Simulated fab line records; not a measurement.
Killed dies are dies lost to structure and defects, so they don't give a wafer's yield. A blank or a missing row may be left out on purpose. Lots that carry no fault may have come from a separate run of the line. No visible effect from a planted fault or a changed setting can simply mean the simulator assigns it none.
Which tool is to blame?    flow berkeley_cmos170    7 lots, 21 wafers sampled, at 1 step of a route of 331

== WHAT EACH GAUGE READ, for each wafer ==
UCB170_START_BOW_MEAS_00.
lot   measured     on             INCOMING_BOW (um)
L923  day 1 20:00  film_metro-03  2 7 0
L925  day 2 06:00  film_metro-01  6 -4 0
L927  day 2 16:00  film_metro-01  11 6 9
L929  day 3 02:01  film_metro-03  -8 8 1
L931  day 3 12:04  film_metro-02  -3 3 -4
L937  day 4 18:00  film_metro-02  6 -12 -13
L940  day 5 09:01  film_metro-03  1 2 6

== WHICH TOOL RAN EACH LOT (tool, then ch and the chambers of the sampled wafers, then the start) ==
There is no process step in the record ahead of these readings.

== THE ANSWER, worked out from the rows above alone ==
Rule: what is usual is taken from the lots themselves. The widest of any qualifying gaps counts: lots, ordered by their means at a reading, are off when they make up no more than a third of the lots, leave a main group of 4 or more, and stand apart from it by 3 or more times the standard deviation of that group's means. The tables above print the reading to a certain number of digits; a main group whose means all agree to those digits is not used. Also off: a lot with no number at a reading for which 4 or more lots have one. The other lots that the step has rows for count as sound.
No lot is off on any of the readings shown, so nothing can be concluded from this.

== WHAT THE SIMULATOR HAD INSERTED ==
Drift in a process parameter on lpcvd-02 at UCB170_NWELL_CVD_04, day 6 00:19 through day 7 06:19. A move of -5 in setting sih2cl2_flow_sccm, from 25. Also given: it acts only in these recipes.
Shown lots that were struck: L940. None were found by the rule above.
